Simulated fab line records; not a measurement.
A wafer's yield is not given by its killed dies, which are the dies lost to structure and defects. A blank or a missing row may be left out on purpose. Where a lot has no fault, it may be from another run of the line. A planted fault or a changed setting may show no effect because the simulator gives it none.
A struck lot beside a sound one ; flow rit_cmos ; 43 steps out of a route of 202
Sound: the wafers L893.1, L893.4, L893.6. The struck wafers were L892.2, L892.3, L892.4. The cause comes at the end.
Order at every step that has rows: each side's tool, ch and its chambers, its first start. Under that, the readings that differ: sound wafers ; struck wafers ; difference of the means ; sigmas: that difference in standard deviations of wafers without a fault.
alike: readings with means less than 2 such deviations apart, plus words and numbers identical on both sides. not compared: withheld readings, readings lacking a value on some wafer, bounds such as >300 that could conceal the same value, and numbers that have no deviation in the record and whose values overlap.
Wherever a step has rows on one side only, a row that says differs or no value, or a row with sigmas, the two part there. When numbers do not overlap yet have no deviation, they are printed without sigmas and do not part them. A reading that every wafer of one side lacks parts them only if that side has two wafers or more.

first, 2 steps without rows for these wafers: RIT_NLDD_HARDBAKE_07 (time 60 s); RIT_NLDD_IMPLANT_08.
RIT_NLDD_STRIP_09: strips in O2, time 180 s.
  sound on plasma_asher-04 ch 0, day 5 20:07; struck on plasma_asher-04 ch 0,1, day 5 16:02
  alike: drypump_motor_current_A
  not compared: rf_hours_counter_h
RIT_NLDD_TW_MEAS_10:
  sound: film_metro-03 at day 5 20:17; struck: film_metro-04 at day 5 16:13
  alike: NLDD_TW
then, 6 steps without rows for these wafers: RIT_PLDD_HMDS_00 (prime time 60 s); RIT_PLDD_COAT_01 (resist thk 1000 nm); RIT_PLDD_SOFTBAKE_02 (time 60 s); RIT_PLDD_EXPOSE_03 (exposes mask M8, target cd 40900 nm); RIT_PLDD_PEB_04; RIT_PLDD_DEVELOP_05 (develop time 50 s).
RIT_PLDD_OVL_MEAS_06:
  sound: overlay-01 at day 5 21:12; struck: overlay-02 at day 5 17:08
  alike: PLDD_OVL
then, 1 step without rows for these wafers: RIT_PLDD_HARDBAKE_07 (time 60 s).
RIT_PLDD_IMPLANT_08:
  sound on implanter-03 ch 0, day 5 21:23; struck on implanter-04 ch 0, day 5 17:20
reading;sound;struck;difference;sigmas
dose_ions_cm2;8.989e+14 8.999e+14 8.99e+14;1.7147e+15 1.7159e+15 1.715e+15;+8.1593e+14;+99 or more
end_station_pressure_torr (Torr);7.3e-06 7.4e-06 7.6e-06;9.2e-06 9.6e-06 8.7e-06;+1.7e-06;+4
faraday_current_uA;2797 2872 2869;5397 5416 5276;+2517;+47
RIT_PLDD_STRIP_09: strips in O2, time 180 s.
  sound on plasma_asher-03 ch 0,1, day 5 21:32; struck on plasma_asher-04 ch 0,1, day 5 17:28
  alike: drypump_motor_current_A
  not compared: rf_hours_counter_h
RIT_PLDD_TW_MEAS_10:
  sound: film_metro-03 at day 5 21:43; struck: film_metro-03 at day 5 17:52
reading;sound;struck;difference;sigmas
PLDD_TW;2352 2339 2347;2705 2710 2719;+365;+38
  not compared: hold
then, 3 steps without rows for these wafers: RIT_SPACER_CLEAN_01 (cleans in dHF, time 30 s); RIT_SPACER_CLEAN_02 (cleans in SC2, time 600 s); RIT_SPACER_CVD_03 (deposits Si3N4 from SiH2Cl2/NH3, target thk 250 nm, time 3300 s).
RIT_SPACER_THK_MEAS_04:
  sound: film_metro-01 at day 6 00:04; struck: film_metro-02 at day 5 21:55
  alike: SPACER_NITRIDE_THK
RIT_SPACER_ETCHBACK_05: etches Si3N4 in SF6/CHF3, stops on SiO2, target depth 250 nm, time 240 s.
  sound on rie_diel-02 ch 2,3, day 6 00:08; struck on rie_diel-01 ch 1,2,3, day 5 21:58
  alike: drypump_motor_current_A, oes_product_au, throttle_valve_pct
  not compared: rf_hours_counter_h
then, 6 steps without rows for these wafers: RIT_NSD_HMDS_00 (prime time 60 s); RIT_NSD_COAT_01 (resist thk 1000 nm); RIT_NSD_SOFTBAKE_02 (time 60 s); RIT_NSD_EXPOSE_03 (exposes mask M9, target cd 40700 nm); RIT_NSD_PEB_04; RIT_NSD_DEVELOP_05 (develop time 50 s).
RIT_NSD_OVL_MEAS_06:
  sound: overlay-02 at day 6 01:28; struck: overlay-02 at day 5 22:59
  alike: NSD_OVL
then, 2 steps without rows for these wafers: RIT_NSD_HARDBAKE_07 (time 60 s); RIT_NSD_IMPLANT_08.
RIT_NSD_STRIP_09: strips in O2, time 180 s.
  sound on plasma_asher-02 ch 0, day 6 01:51; struck on plasma_asher-01 ch 0,1, day 5 23:20
  alike: drypump_motor_current_A
  not compared: rf_hours_counter_h
RIT_NSD_TW_MEAS_10:
  sound: film_metro-03 at day 6 02:01; struck: film_metro-04 at day 5 23:31
  alike: NSD_TW
then, 6 steps without rows for these wafers: RIT_PSD_HMDS_00 (prime time 60 s); RIT_PSD_COAT_01 (resist thk 1000 nm); RIT_PSD_SOFTBAKE_02 (time 60 s); RIT_PSD_EXPOSE_03 (exposes mask M10, target cd 40900 nm); RIT_PSD_PEB_04; RIT_PSD_DEVELOP_05 (develop time 50 s).
RIT_PSD_OVL_MEAS_06:
  sound: overlay-01 at day 6 02:56; struck: overlay-02 at day 6 00:46
  alike: PSD_OVL
then, 2 steps without rows for these wafers: RIT_PSD_HARDBAKE_07 (time 60 s); RIT_PSD_IMPLANT_08.
RIT_PSD_STRIP_09: strips in O2, time 180 s.
  sound on plasma_asher-02 ch 0, day 6 03:16; struck on plasma_asher-01 ch 0,1, day 6 07:18
  alike: drypump_motor_current_A
  not compared: rf_hours_counter_h
RIT_SDANNEAL_RS_MEAS_06: measures by four-point-probe.
  sound: film_metro-02 at day 6 04:10; struck: film_metro-04 at day 6 08:30
reading;sound;struck;difference;sigmas
PLDD_RS (ohm/sq);178.0 178.5 178.7;152.8 153.3 153.2;-25.3;-54
  not compared: hold
RIT_M1_PROBE_99:
  sound wafers here have rows in the record (prober-02, day 6 11:28); struck ones have none

WHERE THEY PART
First at RIT_PLDD_IMPLANT_08; last, within this record, at RIT_M1_PROBE_99.

WHY: what the simulator had put in
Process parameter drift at RIT_PLDD_IMPLANT_08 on implanter-04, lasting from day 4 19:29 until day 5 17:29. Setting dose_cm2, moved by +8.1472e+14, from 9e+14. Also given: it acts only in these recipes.
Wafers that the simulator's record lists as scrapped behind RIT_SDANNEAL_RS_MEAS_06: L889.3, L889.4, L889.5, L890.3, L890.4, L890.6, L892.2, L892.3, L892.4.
